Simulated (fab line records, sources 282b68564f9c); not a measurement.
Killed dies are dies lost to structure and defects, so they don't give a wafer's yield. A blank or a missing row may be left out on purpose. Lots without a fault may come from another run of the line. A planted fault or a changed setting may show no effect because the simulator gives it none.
A struck lot beside a sound one | flow rit_cmos | 14 steps out of a route of 202
Sound: wafers L467.3, L467.4, L467.5. Struck: wafers L462.1, L462.2, L462.3. The cause comes at the end.
At each step with rows: each side's tool, then ch and its chambers, then its first start. Under that, the readings that differ: sound wafers | struck wafers | difference of the means | sigmas: that difference in standard deviations of wafers without a fault.
alike: readings whose means differ by less than 2 such deviations, and words and numbers that are the same on both sides. not compared: withheld readings, readings that some wafer has no value for, bounds like >300 that may hide the same value, and numbers for which the record gives no deviation and whose values overlap.
The two part at a step that has a row with sigmas, a row that says differs or no value, or rows on one side only. Numbers that don't overlap but have no deviation are shown without sigmas and don't part them. A reading that every wafer of one side lacks parts them only if that side has two wafers or more.

first, 1 step without rows for these wafers: RIT_NLDD_IMPLANT_08.
RIT_NLDD_STRIP_09: strips in O2, time 180 s.
  sound on plasma_asher-01 ch 0,1, day 5 16:02; struck on plasma_asher-02 ch 0,1, day 4 16:07
  alike: chamber_pressure_mTorr, drypump_motor_current_A
  not compared: rf_hours_counter_h
RIT_NLDD_TW_MEAS_10:
  sound on film_metro-04, day 5 16:10; struck on film_metro-04, day 4 16:17
  alike: NLDD_TW
then, 6 steps without rows for these wafers: RIT_PLDD_HMDS_00 (prime time 60 s); RIT_PLDD_COAT_01 (resist thk 1000 nm); RIT_PLDD_SOFTBAKE_02 (time 60 s); RIT_PLDD_EXPOSE_03 (exposes mask M8, target cd 40900 nm); RIT_PLDD_PEB_04; RIT_PLDD_DEVELOP_05 (develop time 50 s).
RIT_PLDD_OVL_MEAS_06:
  sound on overlay-01, day 5 17:04; struck on overlay-01, day 4 17:19
  alike: PLDD_OVL
then, 2 steps without rows for these wafers: RIT_PLDD_HARDBAKE_07 (time 60 s); RIT_PLDD_IMPLANT_08.
RIT_PLDD_STRIP_09: strips in O2, time 180 s.
  sound on plasma_asher-04 ch 0,1, day 5 17:27; struck on plasma_asher-04 ch 0,1, day 4 17:40
  no value came back on the struck wafers for chamber_pressure_mTorr (mTorr), drypump_motor_current_A (A); on the sound wafers chamber_pressure_mTorr (mTorr) reads 3998 3996 3995
  reading                                   | sound | struck          | difference | sigmas
  model.NOVOLAK_of_PLDD_COAT_01.thk_nm (nm) | 0 0 0 | 882 880.9 881.1 | +881       |
  not compared: rf_hours_counter_h
RIT_PLDD_TW_MEAS_10:
  sound on film_metro-04, day 5 17:35; struck on film_metro-01, day 4 17:50
  alike: PLDD_TW

WHERE THEY PART
Only at RIT_PLDD_STRIP_09, within this record. Later steps at which nothing parts them and some readings are alike: RIT_PLDD_TW_MEAS_10.

WHY: what the simulator had put in
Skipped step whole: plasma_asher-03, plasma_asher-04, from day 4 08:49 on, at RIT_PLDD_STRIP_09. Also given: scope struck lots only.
